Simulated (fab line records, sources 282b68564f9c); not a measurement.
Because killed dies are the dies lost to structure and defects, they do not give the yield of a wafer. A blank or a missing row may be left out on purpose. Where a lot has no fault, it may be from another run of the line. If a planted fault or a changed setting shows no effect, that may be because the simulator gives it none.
Code-filled problem report in 8D (eight disciplines) form    flow ritCmos    the parts of the form that need people (team, actions taken, sign-off) are left out

1. WHAT IS WRONG
runLengthS at RIT_GATE_ETCH_19 reads a mean of 239.7 s on 6 wafers of 2 lots; wafers without a fault read 193.5 s with a standard deviation of 0.36. That is +99 or more standard deviations from the usual mean.
The step: etches poly-Si in SF6/CHF3/O2, stops on SiO2, time 165 s, target depth 312.5 nm.
First observed at day 5 00:47: wafer L441.3, on rieSi-01. The record has a number at this step for 18 wafers belonging to 6 lots. The rule behind "out" and "out of limits": a value lying over 4 standard deviations away from the usual mean. The other wafers with a number count as sound.

2. WHAT IT IS, AND WHAT IT ISN'T
question                     is                        is not
which readings at this step  runLengthS, oesProductAu  drypumpMotorCurrentA, throttleValvePct
which lots                   L441, L443                L433, L435, L444, L452
which wafers of those lots   all that have a number    -
read on which tools          rieSi-01                  rieSi-02
when                         from day 5 00:47          up to then (6 sound wafers); but 6 sound wafers of L444, L452 came after

3. WHAT RULES OUT EACH SUSPECT
Counting: a tool stays on the suspect list if, at a process step up to the reading, it processed all lots that are out and no sound lot following the first of them.
- rieSi-01 at RIT_GATE_ETCH_19 (etches poly-Si in SF6/CHF3/O2, stops on SiO2, time 165 s, target depth 312.5 nm): kept. It processed each lot that is out, first L441 at day 5 00:47, and no sound lot thereafter; up to then, the last sound lot it processed was L435 at day 3 18:37. Its own oesProductAu, runLengthS readings are out on those wafers.
The count leaves rieSi-01 at RIT_GATE_ETCH_19.

4. THE CAUSE (what the simulator had put in)
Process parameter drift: rieSi-01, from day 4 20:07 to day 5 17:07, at RIT_GATE_ETCH_19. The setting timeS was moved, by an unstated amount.
This tool alone remained once counting was done.

5. THE EFFECT CHAIN, in route order
Rows list readings where the struck wafers' mean (over those with a number) sits beyond 3 standard deviations from the usual. Only readings for which the record gives a usual standard deviation are gone through. hours: the time from each lot's start at the first step in this table that gives one to its start at this step, as a median over the lots. sigmas: the change in usual standard deviations.
hours  step              reading       usual       on struck wafers  change  sigmas
0      RIT_GATE_ETCH_19  oesProductAu  0.850 a.u.  0.716             -0.134  -7.9
0      RIT_GATE_ETCH_19  runLengthS    193.5 s     239.7             +46.2   +99 or more
Its process steps:
- RIT_GATE_ETCH_19: etches poly-Si in SF6/CHF3/O2, stops on SiO2, time 165 s, target depth 312.5 nm.

6. WHAT WOULD HAVE CAUGHT IT SOONER
In this record the first reading out of limits was taken at day 5 00:47, 5 hours after the fault began at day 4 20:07.
